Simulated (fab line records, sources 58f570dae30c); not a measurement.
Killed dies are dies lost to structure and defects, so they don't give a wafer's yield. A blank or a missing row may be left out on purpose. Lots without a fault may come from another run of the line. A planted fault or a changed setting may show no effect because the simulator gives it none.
Which tool did it? | flow berkeley_cmos170 | 15 lots, 45 wafers sampled, at 4 steps of a route of 331

WHAT THE GAUGES READ, wafer by wafer
UCB170_NWELL_THK_MEAS_02. Usual: NWELL_OXIDE_THK 26.4 nm, standard deviation 0.4.
lot  | measured    | on            | NWELL_OXIDE_THK (nm) | flag
L200 | day 2 08:19 | film_metro-02 | 27.0 26.4 26.5       |
L201 | day 2 15:29 | film_metro-04 | 26.2 26.2 26.3       |
L202 | day 2 15:31 | film_metro-02 | 26.6 26.6 26.4       |
L203 | day 2 19:50 | film_metro-01 | 25.8 26.6 26.1       |
L208 | day 3 17:27 | film_metro-01 | 25.8 25.7 25.8       |
L211 | day 4 08:07 | film_metro-04 | 26.4 26.3 26.5       |
L216 | day 5 11:01 | film_metro-02 | 26.8 26.3 27.2       |
L217 | day 5 13:52 | film_metro-02 | 25.7 26.4 25.8       |
L219 | day 6 02:43 | film_metro-02 | 26.6 26.5 26.6       |
L220 | day 6 08:54 | film_metro-02 | 26.7 26.9 26.7       |
L221 | day 6 13:01 | film_metro-02 | 26.8 26.7 26.6       |
L222 | day 6 21:00 | film_metro-02 | 26.9 26.2 26.8       |

UCB170_NVT_OVL_MEAS_06. Usual: NVT_OVL 0 nm, standard deviation 5.
lot  | measured     | on         | NVT_OVL (nm) | flag
L200 | day 5 17:04  | overlay-01 | 2 3 0        |
L201 | day 5 16:49  | overlay-01 | 5 3 -4       |
L202 | day 5 16:44  | overlay-02 | -3 -2 -5     |
L203 | day 6 04:26  | overlay-01 | -5 0 7       |
L208 | day 7 03:40  | overlay-01 | -4 9 7       |
L211 | day 7 19:50  | overlay-01 | -7 -6 0      |
L216 | day 9 00:56  | overlay-02 | -4 1 -7      |
L217 | day 9 00:53  | overlay-01 | 9 12 12      |
L219 | day 9 16:32  | overlay-01 | 2 -5 3       |
L220 | day 10 00:48 | overlay-01 | 3 -2 4       |
L221 | day 10 01:05 | overlay-02 | 1 1 4        |
L222 | day 10 07:44 | overlay-01 | -3 -5 3      |

WHICH TOOL RAN EACH LOT (tool, then ch and the chambers of the sampled wafers, then the start)
lot  | UCB170_START_OXIDATION_02    | UCB170_ZERO_STRIP_07
L200 | furnace-03 ch 0, day 1 17:14 | plasma_asher-04 ch 0,1, day 2 01:15
L201 | furnace-01 ch 0, day 2 01:43 | plasma_asher-03 ch 0,1, day 2 11:12
L202 | furnace-01 ch 0, day 2 01:43 | plasma_asher-02 ch 0,1, day 2 11:29
L203 | furnace-04 ch 0, day 2 10:10 | plasma_asher-04 ch 0,1, day 2 15:55
L208 | furnace-03 ch 0, day 3 07:50 | plasma_asher-02 ch 0,1, day 3 13:14
L211 | furnace-04 ch 0, day 3 23:46 | plasma_asher-03 ch 0,1, day 4 04:58
L212 | furnace-01, day 4 04:31      | -
L213 | furnace-04, day 4 09:06      | -
L214 | furnace-01, day 4 17:28      | -
L216 | furnace-03 ch 0, day 5 00:43 | plasma_asher-04 ch 0,1, day 5 06:56
L217 | furnace-01 ch 0, day 5 06:30 | plasma_asher-03 ch 0,1, day 5 10:37
L219 | furnace-04 ch 0, day 5 16:20 | plasma_asher-04 ch 0,1, day 5 23:40
L220 | furnace-04 ch 0, day 5 22:01 | plasma_asher-03 ch 0,1, day 6 03:34
L221 | furnace-01 ch 0, day 6 02:18 | plasma_asher-04 ch 0,1, day 6 09:44
L222 | furnace-04 ch 0, day 6 07:57 | plasma_asher-02 ch 0,1, day 6 14:42
- UCB170_START_OXIDATION_02: target thk 20 nm, ox time 1800 s.
- UCB170_ZERO_STRIP_07: strips in O2.

WHAT THE TOOLS THEMSELVES READ (means of the sampled wafers that have a number; where no wafer has one, the mark that the record gives instead)
UCB170_START_OXIDATION_02. Usual: ox_temp_c 950.0 C, standard deviation 0.42; ox_temp_c_max 955.1, standard deviation 1.1.
lot  | tool       | ox_temp_c (C) | ox_temp_c_max | flag
L200 | furnace-03 | 950.7         | 955.8         |
L201 | furnace-01 | 949.6         | 954.1         |
L202 | furnace-01 | 949.9         | 954.3         |
L203 | furnace-04 | 950.2         | 956.8         |
L208 | furnace-03 | 949.9         | 956.3         |
L211 | furnace-04 | 950.1         | 956.2         |
L212 | furnace-01 | -             | -             | OFF
L213 | furnace-04 | -             | -             | OFF
L214 | furnace-01 | -             | -             | OFF
L216 | furnace-03 | 950.0         | 954.8         |
L217 | furnace-01 | 949.4         | 953.6         |
L219 | furnace-04 | 949.5         | 954.7         |
L220 | furnace-04 | 949.8         | 955.4         |
L221 | furnace-01 | 950.7         | 955.0         |
L222 | furnace-04 | 950.1         | 955.9         |

UCB170_ZERO_STRIP_07. Usual: drypump_motor_current_A 5.2 A, standard deviation 0.33; oes_product_au 0.727 a.u., standard deviation 0.0047; strip_time_to_endpoint_s 21.50 s, standard deviation 0.067.
lot  | tool            | drypump_motor_current_A (A) | oes_product_au (a.u.) | strip_time_to_endpoint_s (s) | flag
L200 | plasma_asher-04 | 5.0                         | 0.725                 | 21.56                        |
L201 | plasma_asher-03 | 5.3                         | 0.728                 | 21.63                        |
L202 | plasma_asher-02 | 5.2                         | 0.727                 | 21.40                        |
L203 | plasma_asher-04 | 5.0                         | 0.726                 | 21.56                        |
L208 | plasma_asher-02 | 5.4                         | 0.729                 | 21.50                        |
L211 | plasma_asher-03 | 5.3                         | 0.726                 | 21.40                        |
L216 | plasma_asher-04 | 5.0                         | 0.729                 | 21.48                        |
L217 | plasma_asher-03 | 5.4                         | 0.723                 | 21.52                        |
L219 | plasma_asher-04 | 5.0                         | 0.724                 | 21.52                        |
L220 | plasma_asher-03 | 5.4                         | 0.729                 | 21.50                        |
L221 | plasma_asher-04 | 5.0                         | 0.731                 | 21.57                        |
L222 | plasma_asher-02 | 5.4                         | 0.727                 | 21.41                        |

THE ANSWER, worked out from the rows above alone
Rule: a lot is off if the mean of its wafers that have a number lies more than 3 standard deviations from the usual mean. A lot without any number at a reading at which 4 lots or more have one is off too. The other lots that the step has rows for count as sound. The gauges are gone through in route order, then the tools' own readings, and for those a lot's mean is taken as printed above. The first step at which some lot is off is used, and at that step the reading that is off furthest; a lot without a number counts as furthest.
Off: L212, L213, L214, at UCB170_START_OXIDATION_02 (ox_temp_c). Without a number there: L212, L213, L214.
A tool fits if, at that step or a process step before it, it ran every lot that is off, and no sound lot after the first of them. None of those tried fits.

WHAT THE SIMULATOR HAD PUT IN
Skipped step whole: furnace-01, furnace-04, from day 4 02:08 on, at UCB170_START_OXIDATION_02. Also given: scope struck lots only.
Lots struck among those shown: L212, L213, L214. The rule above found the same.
